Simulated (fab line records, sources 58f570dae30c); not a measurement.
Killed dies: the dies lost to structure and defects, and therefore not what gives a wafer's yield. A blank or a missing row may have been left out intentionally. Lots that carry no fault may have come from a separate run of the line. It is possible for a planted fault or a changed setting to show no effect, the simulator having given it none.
Split-lot study :: flow berkeley_cmos170 :: 5 lots, 23 wafers read, on a route of 331 steps

== THE SPLIT ITSELF ==
At UCB170_PLDD_COAT_01 (resist thk 900 nm), the setting resist_thk_nm was moved away from the recipe's 900 nm on 11 of the 23 wafers read, by -5.2% to +4.8%. All remaining wafers had this setting at the recipe value.

Reading taken at the split's own step.

== THE READING ==
KrF_of_PLDD_COAT_01.thk_nm (the simulator's own value, which no gauge read), in nm, at UCB170_PLDD_COAT_01 (resist thk 900 nm). No usual value for it is given in the file. Here, 12 wafers ran the recipe; their average is 899.7 nm with a standard deviation of 1.8 nm.

wafer: L077.1
tool, chamber at the split: litho_track-02, 0
resist_thk_nm as run, nm: 900
against the recipe: recipe
KrF_of_PLDD_COAT_01.thk_nm, nm: 899.8
against lot-mates on the recipe: -

wafer: L077.3
tool, chamber at the split: litho_track-02, 0
resist_thk_nm as run, nm: 853.4
against the recipe: -5.2%
KrF_of_PLDD_COAT_01.thk_nm, nm: 852.8
against lot-mates on the recipe: -48.0

wafer: L077.4
tool, chamber at the split: litho_track-02, 0
resist_thk_nm as run, nm: 900
against the recipe: recipe
KrF_of_PLDD_COAT_01.thk_nm, nm: 899.7
against lot-mates on the recipe: -

wafer: L077.5
tool, chamber at the split: litho_track-02, 0
resist_thk_nm as run, nm: 853.4
against the recipe: -5.2%
KrF_of_PLDD_COAT_01.thk_nm, nm: 854.2
against lot-mates on the recipe: -46.6

wafer: L077.6
tool, chamber at the split: litho_track-02, 0
resist_thk_nm as run, nm: 900
against the recipe: recipe
KrF_of_PLDD_COAT_01.thk_nm, nm: 902.9
against lot-mates on the recipe: -

wafer: L079.1
tool, chamber at the split: litho_track-03, 0
resist_thk_nm as run, nm: 900
against the recipe: recipe
KrF_of_PLDD_COAT_01.thk_nm, nm: 899
against lot-mates on the recipe: -

wafer: L079.2
tool, chamber at the split: litho_track-03, 0
resist_thk_nm as run, nm: 943.5
against the recipe: +4.8%
KrF_of_PLDD_COAT_01.thk_nm, nm: 944.9
against lot-mates on the recipe: +43.8

wafer: L079.3
tool, chamber at the split: litho_track-03, 0
resist_thk_nm as run, nm: 900
against the recipe: recipe
KrF_of_PLDD_COAT_01.thk_nm, nm: 903.3
against lot-mates on the recipe: -

wafer: L079.4
tool, chamber at the split: litho_track-03, 0
resist_thk_nm as run, nm: 943.5
against the recipe: +4.8%
KrF_of_PLDD_COAT_01.thk_nm, nm: 946.4
against lot-mates on the recipe: +45.2

wafer: L079.5
tool, chamber at the split: litho_track-03, 0
resist_thk_nm as run, nm: 943.5
against the recipe: +4.8%
KrF_of_PLDD_COAT_01.thk_nm, nm: 944.3
against lot-mates on the recipe: +43.1

wafer: L078.1
tool, chamber at the split: litho_track-04, 0
resist_thk_nm as run, nm: 900
against the recipe: recipe
KrF_of_PLDD_COAT_01.thk_nm, nm: 900
against lot-mates on the recipe: -

wafer: L078.3
tool, chamber at the split: litho_track-04, 0
resist_thk_nm as run, nm: 872.4
against the recipe: -3.1%
KrF_of_PLDD_COAT_01.thk_nm, nm: 873
against lot-mates on the recipe: -25.7

wafer: L078.4
tool, chamber at the split: litho_track-04, 0
resist_thk_nm as run, nm: 900
against the recipe: recipe
KrF_of_PLDD_COAT_01.thk_nm, nm: 897.4
against lot-mates on the recipe: -

wafer: L078.5
tool, chamber at the split: litho_track-04, 0
resist_thk_nm as run, nm: 872.4
against the recipe: -3.1%
KrF_of_PLDD_COAT_01.thk_nm, nm: 871.2
against lot-mates on the recipe: -27.5

wafer: L078.6
tool, chamber at the split: litho_track-04, 0
resist_thk_nm as run, nm: 872.4
against the recipe: -3.1%
KrF_of_PLDD_COAT_01.thk_nm, nm: 873.2
against lot-mates on the recipe: -25.5

wafer: L081.1
tool, chamber at the split: litho_track-04, 0
resist_thk_nm as run, nm: 900
against the recipe: recipe
KrF_of_PLDD_COAT_01.thk_nm, nm: 898.8
against lot-mates on the recipe: -

wafer: L081.3
tool, chamber at the split: litho_track-04, 0
resist_thk_nm as run, nm: 900
against the recipe: recipe
KrF_of_PLDD_COAT_01.thk_nm, nm: 897.3
against lot-mates on the recipe: -

wafer: L081.6
tool, chamber at the split: litho_track-04, 0
resist_thk_nm as run, nm: 900
against the recipe: recipe
KrF_of_PLDD_COAT_01.thk_nm, nm: 898.2
against lot-mates on the recipe: -

wafer: L083.1
tool, chamber at the split: litho_track-02, 0
resist_thk_nm as run, nm: 920.7
against the recipe: +2.3%
KrF_of_PLDD_COAT_01.thk_nm, nm: 919.3
against lot-mates on the recipe: +19.5

wafer: L083.3
tool, chamber at the split: litho_track-02, 0
resist_thk_nm as run, nm: 920.7
against the recipe: +2.3%
KrF_of_PLDD_COAT_01.thk_nm, nm: 919.1
against lot-mates on the recipe: +19.4

wafer: L083.4
tool, chamber at the split: litho_track-02, 0
resist_thk_nm as run, nm: 900
against the recipe: recipe
KrF_of_PLDD_COAT_01.thk_nm, nm: 898.9
against lot-mates on the recipe: -

wafer: L083.5
tool, chamber at the split: litho_track-02, 0
resist_thk_nm as run, nm: 900
against the recipe: recipe
KrF_of_PLDD_COAT_01.thk_nm, nm: 900.6
against lot-mates on the recipe: -

wafer: L083.6
tool, chamber at the split: litho_track-02, 0
resist_thk_nm as run, nm: 920.7
against the recipe: +2.3%
KrF_of_PLDD_COAT_01.thk_nm, nm: 922
against lot-mates on the recipe: +22.2

FIT RESULTS
A straight line over all 23 wafers: KrF_of_PLDD_COAT_01.thk_nm changes by +9.11 nm for each +1% of resist_thk_nm; r = +1.00; the points scatter about the line by 1.7 nm.
The same after taking each lot's own level away (the mean of its wafers on the recipe; 23 wafers): +9 nm for each +1%; r = +1.00; scatter 1.4 nm.
According to that fit, moving resist_thk_nm by its largest amount changes the reading by 47 nm.
The lots' own levels span 898.10 to 901.15 nm, that is 1.7 times the standard deviation above.
The two slopes agree, so the slope changes little with the lot-to-lot level.
Check: -46.1 nm against its lot-mates is what the line predicts for one of the wafers moved furthest among these (-5.2%) when that wafer is left out of the fit. Against them it came out at -48 nm.

== FURTHER SPLITS ON THESE WAFERS ==
These wafers also went through other splits before the reading. Each is held against what the fit with the lots' levels taken away leaves over:
other split on the same wafers: UCB170_SACOX_OXIDATION_01 temp_c
wafers away from the commonest value: 15
r with KrF_of_PLDD_COAT_01.thk_nm (lot level and that fit taken away): +0.02

other split on the same wafers: UCB170_SCREENOX_OXIDATION_01 ox_time_s
wafers away from the commonest value: 18
r with KrF_of_PLDD_COAT_01.thk_nm (lot level and that fit taken away): +0.20

other split on the same wafers: UCB170_NVT_IMPLANT_07 dose_cm2
wafers away from the commonest value: 4
r with KrF_of_PLDD_COAT_01.thk_nm (lot level and that fit taken away): -0.32

other split on the same wafers: UCB170_PVT_IMPLANT_07 dose_cm2
wafers away from the commonest value: 4
r with KrF_of_PLDD_COAT_01.thk_nm (lot level and that fit taken away): -0.22

other split on the same wafers: UCB170_GATE_EXPOSE_09 dose_mj
wafers away from the commonest value: 8
r with KrF_of_PLDD_COAT_01.thk_nm (lot level and that fit taken away): -0.13

== THE WHOLE CHAIN: every reading that the file lists as answering this split, in the file's order ==
step: UCB170_PLDD_COAT_01
what it does: resist thk 900 nm
reading: KrF_of_PLDD_COAT_01.thk_nm (the simulator's own value, which no gauge read)
change (the file's fit): +9.02 nm for each +1% of the setting
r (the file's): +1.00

step: UCB170_PLDD_STRIP_10
what it does: strips in O2
reading: strip_time_to_endpoint_s
change (the file's fit): withheld for each +1% of the setting
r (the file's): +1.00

== FILE'S OWN FIT ==
KrF_of_PLDD_COAT_01.thk_nm changes by +9.02 nm for each +1% of resist_thk_nm, r = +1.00.
